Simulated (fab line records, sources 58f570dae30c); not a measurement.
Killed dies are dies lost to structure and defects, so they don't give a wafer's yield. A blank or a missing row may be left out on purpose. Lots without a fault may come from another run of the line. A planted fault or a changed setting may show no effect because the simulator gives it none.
Problem report in the 8D (eight disciplines) form, filled by code | flow berkeley_cmos170 | the parts of the form that need people (team, actions taken, sign-off) are left out

1. THE PROBLEM
NSD_OVL at UCB170_NSD_OVL_MEAS_07 reads a mean of -161 nm on 6 wafers of 2 lots; wafers without a fault read 1 nm with a standard deviation of 5.2. That is -31 standard deviations from the usual mean.
First seen on wafer L958.1, day 9 11:43, on overlay-02. The record holds 42 wafers of 14 lots with a number at this step. Rule for "out", or "out of limits": more than 4 standard deviations from the usual mean. The other wafers with a number count as sound.

2. WHAT IT IS AND WHAT IT IS NOT
question                    | is                     | is not
which readings at this step | NSD_OVL                | -
which lots                  | L958, L959             | L943, L944, L945, L948, L949, L950, L952, L954, L955, L956, L964, L965
which wafers of those lots  | all that have a number | -
read on which gauges        | overlay-01, overlay-02 | -
when                        | from day 9 11:43       | up to then (27 sound wafers); but 9 sound wafers of L956, L964, L965 came after

3. SUSPECTS, AND WHAT RULES EACH OUT
Counting: a tool at a process step up to the reading stays a suspect if it ran every lot that is out and no sound lot after the first of them.
- the gauge at UCB170_NSD_OVL_MEAS_07: ruled out. The wafers that are out were read on 2 gauges (overlay-01, overlay-02).
- krf_scanner-02 at UCB170_NSD_EXPOSE_03 (exposes mask NSELECT MOD, target cd 1200 nm): kept. It ran every lot that is out, first L958 (day 9 11:12), and no sound lot after that; its last sound lot up to then is L955 (day 9 02:08).
Left after counting: krf_scanner-02 at UCB170_NSD_EXPOSE_03.

4. THE CAUSE (what the simulator had put in)
Scanner matching overlay: krf_scanner-02, from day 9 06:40 on, at UCB170_NSD_EXPOSE_03. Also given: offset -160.
Counting left only this tool.

5. THE CHAIN OF EFFECTS, in route order
Each row: a reading whose mean over the struck wafers that have a number lies more than 3 standard deviations from the usual. Only readings for which the record gives a usual standard deviation are gone through. hours: the time from each lot's start at the first step in this table that gives one to its start at this step, as a median over the lots. sigmas: the change in usual standard deviations.
hours | step                   | reading | usual | on struck wafers | change | sigmas
0     | UCB170_NSD_OVL_MEAS_07 | NSD_OVL | 1 nm  | -161             | -162   | -31

6. WHAT WOULD HAVE CAUGHT IT SOONER
In this record the first reading out of limits at a measuring or inspecting step was taken at day 9 11:43, 5 hours after the fault began at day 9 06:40.
Of the lots that are out (2), L959 began UCB170_NSD_EXPOSE_03 on krf_scanner-02 after day 9 11:43. A hold on the tool at that time would have spared it.
